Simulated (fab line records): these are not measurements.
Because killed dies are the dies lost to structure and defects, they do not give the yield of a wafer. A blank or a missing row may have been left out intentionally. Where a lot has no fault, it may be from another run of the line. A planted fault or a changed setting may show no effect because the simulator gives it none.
The tool behind it: which one? || flow rit-cmos || 45 wafers from 15 lots sampled at 6 of the route's 202 steps

## WHAT EACH GAUGE READ, for each wafer
RIT_FOX1_THK_MEAS_01.
{"lot": "L721", "measured": "day 2 01:25", "on": "film-metro-02", "FOX1_OXIDE_THK (nm)": "353 354 351"}
{"lot": "L723", "measured": "day 2 12:20", "on": "film-metro-02", "FOX1_OXIDE_THK (nm)": "349 352 347"}
{"lot": "L726", "measured": "day 3 02:55", "on": "film-metro-03", "FOX1_OXIDE_THK (nm)": "354 355 350"}
{"lot": "L725", "measured": "day 3 02:56", "on": "film-metro-02", "FOX1_OXIDE_THK (nm)": "337 336 336"}
{"lot": "L728", "measured": "day 3 13:51", "on": "film-metro-02", "FOX1_OXIDE_THK (nm)": "350 348 352"}
{"lot": "L727", "measured": "day 3 13:52", "on": "film-metro-04", "FOX1_OXIDE_THK (nm)": "331 333 334"}
{"lot": "L729", "measured": "day 3 20:58", "on": "film-metro-04", "FOX1_OXIDE_THK (nm)": "346 349 342"}
{"lot": "L730", "measured": "day 4 03:56", "on": "film-metro-04", "FOX1_OXIDE_THK (nm)": "347 350 352"}
{"lot": "L732", "measured": "day 4 20:13", "on": "film-metro-02", "FOX1_OXIDE_THK (nm)": "349 353 351"}
{"lot": "L733", "measured": "day 4 20:13", "on": "film-metro-04", "FOX1_OXIDE_THK (nm)": "353 353 354"}
{"lot": "L734", "measured": "day 4 20:14", "on": "film-metro-03", "FOX1_OXIDE_THK (nm)": "353 357 356"}
{"lot": "L737", "measured": "day 5 12:27", "on": "film-metro-04", "FOX1_OXIDE_THK (nm)": "347 344 338"}
{"lot": "L740", "measured": "day 6 02:39", "on": "film-metro-04", "FOX1_OXIDE_THK (nm)": "359 355 357"}
{"lot": "L742", "measured": "day 6 11:06", "on": "film-metro-04", "FOX1_OXIDE_THK (nm)": "354 348 346"}
{"lot": "L743", "measured": "day 6 14:56", "on": "film-metro-02", "FOX1_OXIDE_THK (nm)": "348 351 350"}

RIT_NWELL_TW_MEAS_10.
{"lot": "L721", "measured": "day 2 07:22", "on": "film-metro-01", "NWELL_TW": "2161 2164 2172"}
{"lot": "L723", "measured": "day 3 01:37", "on": "film-metro-01", "NWELL_TW": "2184 2163 2170"}
{"lot": "L726", "measured": "day 3 10:16", "on": "film-metro-04", "NWELL_TW": "2123 2107 2130"}
{"lot": "L725", "measured": "day 3 10:15", "on": "film-metro-01", "NWELL_TW": "2160 2175 2178"}
{"lot": "L728", "measured": "day 3 21:23", "on": "film-metro-01", "NWELL_TW": "2178 2185 2184"}
{"lot": "L727", "measured": "day 3 21:39", "on": "film-metro-01", "NWELL_TW": "2186 2190 2175"}
{"lot": "L729", "measured": "day 4 01:55", "on": "film-metro-04", "NWELL_TW": "2122 2128 2137"}
{"lot": "L730", "measured": "day 4 17:44", "on": "film-metro-02", "NWELL_TW": "2165 2168 2164"}
{"lot": "L732", "measured": "day 5 01:11", "on": "film-metro-04", "NWELL_TW": "2138 2116 2127"}
{"lot": "L733", "measured": "day 5 01:27", "on": "film-metro-04", "NWELL_TW": "2140 2133 2125"}
{"lot": "L734", "measured": "day 5 01:43", "on": "film-metro-01", "NWELL_TW": "2030 2021 2036"}
{"lot": "L737", "measured": "day 5 16:55", "on": "film-metro-02", "NWELL_TW": "1986 1994 2006"}
{"lot": "L740", "measured": "day 6 06:46", "on": "film-metro-04", "NWELL_TW": "1972 1962 1971"}
{"lot": "L742", "measured": "day 6 16:39", "on": "film-metro-04", "NWELL_TW": "2117 2107 2120"}
{"lot": "L743", "measured": "day 6 20:20", "on": "film-metro-01", "NWELL_TW": "2165 2171 2171"}

RIT_WELLDRIVE_RS_MEAS_01: measures by four-point-probe.
{"lot": "L721", "measured": "day 2 18:44", "on": "film-metro-01", "NWELL_RS (ohm/sq)": "275.7 275.9 275.5"}
{"lot": "L723", "measured": "day 3 12:36", "on": "film-metro-04", "NWELL_RS (ohm/sq)": "275.0 275.4 275.7"}
{"lot": "L726", "measured": "day 3 17:40", "on": "film-metro-04", "NWELL_RS (ohm/sq)": "275.5 275.8 275.8"}
{"lot": "L725", "measured": "day 3 17:43", "on": "film-metro-02", "NWELL_RS (ohm/sq)": "275.4 275.5 276.1"}
{"lot": "L728", "measured": "day 4 09:01", "on": "film-metro-04", "NWELL_RS (ohm/sq)": "275.2 275.5 275.8"}
{"lot": "L727", "measured": "day 4 09:02", "on": "film-metro-01", "NWELL_RS (ohm/sq)": "274.2 274.0 274.8"}
{"lot": "L729", "measured": "day 4 09:01", "on": "film-metro-02", "NWELL_RS (ohm/sq)": "275.4 275.6 276.2"}
{"lot": "L730", "measured": "day 5 02:17", "on": "film-metro-02", "NWELL_RS (ohm/sq)": "275.9 275.4 275.4"}
{"lot": "L732", "measured": "day 5 08:39", "on": "film-metro-01", "NWELL_RS (ohm/sq)": "276.5 276.7 276.6"}
{"lot": "L733", "measured": "day 5 10:34", "on": "film-metro-04", "NWELL_RS (ohm/sq)": "276.0 275.5 275.3"}
{"lot": "L734", "measured": "day 5 10:36", "on": "film-metro-02", "NWELL_RS (ohm/sq)": "315.4 316.4 316.4"}
{"lot": "L737", "measured": "day 6 00:26", "on": "film-metro-04", "NWELL_RS (ohm/sq)": "316.9 316.6 315.5"}
{"lot": "L740", "measured": "day 6 15:21", "on": "film-metro-04", "NWELL_RS (ohm/sq)": "314.7 315.5 315.6"}
{"lot": "L742", "measured": "day 6 23:58", "on": "film-metro-01", "NWELL_RS (ohm/sq)": "276.4 276.2 276.1"}
{"lot": "L743", "measured": "day 7 04:23", "on": "film-metro-01", "NWELL_RS (ohm/sq)": "275.0 274.0 274.1"}

RIT_M1_OVL_MEAS_10.
{"lot": "L721", "measured": "day 4 07:25", "on": "overlay-01", "M1_OVL (nm)": "-2.5 -2.8 -2.2"}
{"lot": "L723", "measured": "day 5 01:36", "on": "overlay-02", "M1_OVL (nm)": "-1.8 -1.6 -0.8"}
{"lot": "L726", "measured": "day 5 14:11", "on": "overlay-02", "M1_OVL (nm)": "-2.2 -0.4 -2.8"}
{"lot": "L725", "measured": "day 6 04:20", "on": "overlay-01", "M1_OVL (nm)": "-3.5 -2.3 -2.2"}
{"lot": "L728", "measured": "day 6 04:26", "on": "overlay-02", "M1_OVL (nm)": "-1.7 -1.6 0.1"}
{"lot": "L727", "measured": "day 6 04:04", "on": "overlay-01", "M1_OVL (nm)": "-3.0 -1.7 -2.9"}
{"lot": "L729", "measured": "day 6 04:38", "on": "overlay-01", "M1_OVL (nm)": "-2.7 -1.5 -0.5"}
{"lot": "L730", "measured": "day 6 13:24", "on": "overlay-02", "M1_OVL (nm)": "-2.4 -1.8 -1.9"}
{"lot": "L732", "measured": "day 6 23:07", "on": "overlay-01", "M1_OVL (nm)": "-3.6 -3.1 -3.6"}
{"lot": "L733", "measured": "day 7 01:02", "on": "overlay-01", "M1_OVL (nm)": "-1.1 0.6 -0.2"}
{"lot": "L734", "measured": "day 6 23:32", "on": "overlay-02", "M1_OVL (nm)": "1.2 1.5 0.4"}
{"lot": "L737", "measured": "day 7 08:41", "on": "overlay-02", "M1_OVL (nm)": "0.3 1.2 -0.7"}
{"lot": "L740", "measured": "day 7 20:49", "on": "overlay-02", "M1_OVL (nm)": "-0.6 -1.6 -1.7"}
{"lot": "L742", "measured": "day 8 04:10", "on": "overlay-01", "M1_OVL (nm)": "-0.2 -0.3 0.5"}
{"lot": "L743", "measured": "day 8 06:58", "on": "overlay-02", "M1_OVL (nm)": "-0.9 -1.7 -1.0"}

## EACH LOT AND THE TOOL THAT RAN IT (in order: tool; ch and the chambers of the sampled wafers; start)
{"lot": "L721", "RIT_NWELL_IMPLANT_08": "implanter-04 ch 0, day 2 07:03", "RIT_SDANNEAL_RTA_03": "rtp-anneal-02 ch 0, day 4 02:40"}
{"lot": "L723", "RIT_NWELL_IMPLANT_08": "implanter-02 ch 0, day 3 01:19", "RIT_SDANNEAL_RTA_03": "rtp-anneal-02 ch 0, day 4 20:47"}
{"lot": "L726", "RIT_NWELL_IMPLANT_08": "implanter-03 ch 0, day 3 09:58", "RIT_SDANNEAL_RTA_03": "rtp-anneal-02 ch 0, day 5 04:56"}
{"lot": "L725", "RIT_NWELL_IMPLANT_08": "implanter-04 ch 0, day 3 09:58", "RIT_SDANNEAL_RTA_03": "rtp-anneal-02 ch 0, day 5 18:00"}
{"lot": "L728", "RIT_NWELL_IMPLANT_08": "implanter-02 ch 0, day 3 21:04", "RIT_SDANNEAL_RTA_03": "rtp-anneal-01 ch 0, day 5 18:05"}
{"lot": "L727", "RIT_NWELL_IMPLANT_08": "implanter-04 ch 0, day 3 21:20", "RIT_SDANNEAL_RTA_03": "rtp-anneal-01 ch 0, day 5 17:41"}
{"lot": "L729", "RIT_NWELL_IMPLANT_08": "implanter-04 ch 0, day 4 01:35", "RIT_SDANNEAL_RTA_03": "rtp-anneal-02 ch 0, day 5 18:14"}
{"lot": "L730", "RIT_NWELL_IMPLANT_08": "implanter-02 ch 0, day 4 17:25", "RIT_SDANNEAL_RTA_03": "rtp-anneal-01 ch 0, day 6 08:03"}
{"lot": "L732", "RIT_NWELL_IMPLANT_08": "implanter-02 ch 0, day 5 00:51", "RIT_SDANNEAL_RTA_03": "rtp-anneal-02 ch 0, day 6 18:01"}
{"lot": "L733", "RIT_NWELL_IMPLANT_08": "implanter-03 ch 0, day 5 01:08", "RIT_SDANNEAL_RTA_03": "rtp-anneal-01 ch 0, day 6 20:05"}
{"lot": "L734", "RIT_NWELL_IMPLANT_08": "implanter-02 ch 0, day 5 01:26", "RIT_SDANNEAL_RTA_03": "rtp-anneal-01 ch 0, day 6 17:34"}
{"lot": "L737", "RIT_NWELL_IMPLANT_08": "implanter-02 ch 0, day 5 16:35", "RIT_SDANNEAL_RTA_03": "rtp-anneal-02 ch 0, day 7 03:40"}
{"lot": "L740", "RIT_NWELL_IMPLANT_08": "implanter-02 ch 0, day 6 06:29", "RIT_SDANNEAL_RTA_03": "rtp-anneal-01 ch 0, day 7 15:59"}
{"lot": "L742", "RIT_NWELL_IMPLANT_08": "implanter-04 ch 0, day 6 16:21", "RIT_SDANNEAL_RTA_03": "rtp-anneal-01 ch 0, day 7 23:25"}
{"lot": "L743", "RIT_NWELL_IMPLANT_08": "implanter-04 ch 0, day 6 20:01", "RIT_SDANNEAL_RTA_03": "rtp-anneal-02 ch 0, day 8 01:56"}
- RIT_NWELL_IMPLANT_08
- RIT_SDANNEAL_RTA_03: time 5 s.

## AS READ BY THE TOOLS THEMSELVES (means over the sampled wafers that have a number; for cases with no such wafer, the mark the record gives instead)
RIT_NWELL_IMPLANT_08.
{"lot": "L721", "tool": "implanter-04", "beam-energy-keV": 170.09, "beam-on-s (s)": 9.76, "faraday-current-uA": 162, "tilt-deg (degrees)": 7.011}
{"lot": "L723", "tool": "implanter-02", "beam-energy-keV": 170.02, "beam-on-s (s)": 9.84, "faraday-current-uA": 161, "tilt-deg (degrees)": 7.001}
{"lot": "L726", "tool": "implanter-03", "beam-energy-keV": 170.03, "beam-on-s (s)": 9.83, "faraday-current-uA": 161, "tilt-deg (degrees)": 6.986}
{"lot": "L725", "tool": "implanter-04", "beam-energy-keV": 170.00, "beam-on-s (s)": 10.08, "faraday-current-uA": 158, "tilt-deg (degrees)": 7.014}
{"lot": "L728", "tool": "implanter-02", "beam-energy-keV": 170.04, "beam-on-s (s)": 9.90, "faraday-current-uA": 160, "tilt-deg (degrees)": 7.005}
{"lot": "L727", "tool": "implanter-04", "beam-energy-keV": 170.03, "beam-on-s (s)": 10.12, "faraday-current-uA": 157, "tilt-deg (degrees)": 6.984}
{"lot": "L729", "tool": "implanter-04", "beam-energy-keV": 169.98, "beam-on-s (s)": 10.05, "faraday-current-uA": 158, "tilt-deg (degrees)": 7.007}
{"lot": "L730", "tool": "implanter-02", "beam-energy-keV": 169.98, "beam-on-s (s)": 9.93, "faraday-current-uA": 159, "tilt-deg (degrees)": 6.998}
{"lot": "L732", "tool": "implanter-02", "beam-energy-keV": 169.84, "beam-on-s (s)": 10.01, "faraday-current-uA": 158, "tilt-deg (degrees)": 7.011}
{"lot": "L733", "tool": "implanter-03", "beam-energy-keV": 169.93, "beam-on-s (s)": 10.07, "faraday-current-uA": 158, "tilt-deg (degrees)": 7.003}
{"lot": "L734", "tool": "implanter-02", "beam-energy-keV": 170.07, "beam-on-s (s)": 7.92, "faraday-current-uA": 200, "tilt-deg (degrees)": 7.003}
{"lot": "L737", "tool": "implanter-02", "beam-energy-keV": 170.01, "beam-on-s (s)": 7.90, "faraday-current-uA": 200, "tilt-deg (degrees)": 6.988}
{"lot": "L740", "tool": "implanter-02", "beam-energy-keV": 170.01, "beam-on-s (s)": 7.89, "faraday-current-uA": 201, "tilt-deg (degrees)": 6.995}
{"lot": "L742", "tool": "implanter-04", "beam-energy-keV": 169.99, "beam-on-s (s)": 9.97, "faraday-current-uA": 159, "tilt-deg (degrees)": 7.010}
{"lot": "L743", "tool": "implanter-04", "beam-energy-keV": 170.07, "beam-on-s (s)": 9.94, "faraday-current-uA": 160, "tilt-deg (degrees)": 7.019}

RIT_SDANNEAL_RTA_03.
{"lot": "L721", "tool": "rtp-anneal-02", "wafer_temp_C_max": 1053.1}
{"lot": "L723", "tool": "rtp-anneal-02", "wafer_temp_C_max": 1053.6}
{"lot": "L726", "tool": "rtp-anneal-02", "wafer_temp_C_max": 1052.7}
{"lot": "L725", "tool": "rtp-anneal-02", "wafer_temp_C_max": 1052.5}
{"lot": "L728", "tool": "rtp-anneal-01", "wafer_temp_C_max": 1054.2}
{"lot": "L727", "tool": "rtp-anneal-01", "wafer_temp_C_max": 1054.3}
{"lot": "L729", "tool": "rtp-anneal-02", "wafer_temp_C_max": 1053.9}
{"lot": "L730", "tool": "rtp-anneal-01", "wafer_temp_C_max": 1052.5}
{"lot": "L732", "tool": "rtp-anneal-02", "wafer_temp_C_max": 1052.5}
{"lot": "L733", "tool": "rtp-anneal-01", "wafer_temp_C_max": 1052.9}
{"lot": "L734", "tool": "rtp-anneal-01", "wafer_temp_C_max": 1052.8}
{"lot": "L737", "tool": "rtp-anneal-02", "wafer_temp_C_max": 1053.8}
{"lot": "L740", "tool": "rtp-anneal-01", "wafer_temp_C_max": 1054.1}
{"lot": "L742", "tool": "rtp-anneal-01", "wafer_temp_C_max": 1053.5}
{"lot": "L743", "tool": "rtp-anneal-02", "wafer_temp_C_max": 1054.0}

## THE ANSWER, worked out from the rows above alone
Rule: usual is defined by the lots themselves. The widest of any qualifying gaps counts: lots, ordered by their means at a reading, are off when they make up no more than a third of the lots, leave a main group of 4 or more, and stand apart from it by 3 or more times the standard deviation of that group's means. A main group is skipped when, at the precision printed for the reading in the tables above, its means are all equal. A lot without any number at a reading at which 4 lots or more have one is off too. All remaining lots with rows at the step are treated as sound. After the gauges, taken in route order, come the tools' own readings; for these a lot's mean is taken, as printed above. The first step at which some lot is off is used, and at that step the reading that is off furthest; a lot without a number counts as furthest.
Off: L734, L737, L740, at RIT_NWELL_TW_MEAS_10 (NWELL_TW). For the main group the mean is 2153 and the standard deviation 25.
If a tool, at a process step before that reading, ran all the lots that are off and no sound lot after the first of them, it fits. Not tried: the gauges at RIT_NWELL_TW_MEAS_10; whatever is off there is also off at RIT_NWELL_IMPLANT_08, on other tools, and gauge error can't account for it. One fits: implanter-02 at RIT_NWELL_IMPLANT_08. A fault onset in the window from L732 (day 5 00:51, its last sound lot) to L734 (day 5 01:26, its first lot off) fits.
The tool's own readings at RIT_NWELL_IMPLANT_08 bear it out: on the lots that are off they differ by more than 5 times the standard deviation of the sound lots' means. beam-on-s reads 7.90 s there against 9.96 s on the sound lots; faraday-current-uA reads 200 there against 159 on the sound lots.

## WHAT WAS PUT IN BY THE SIMULATOR
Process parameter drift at RIT_NWELL_IMPLANT_08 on implanter-02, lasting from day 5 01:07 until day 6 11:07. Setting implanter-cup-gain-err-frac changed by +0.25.
Lots struck among those shown: L734, L737, L740. The rule above found the same.
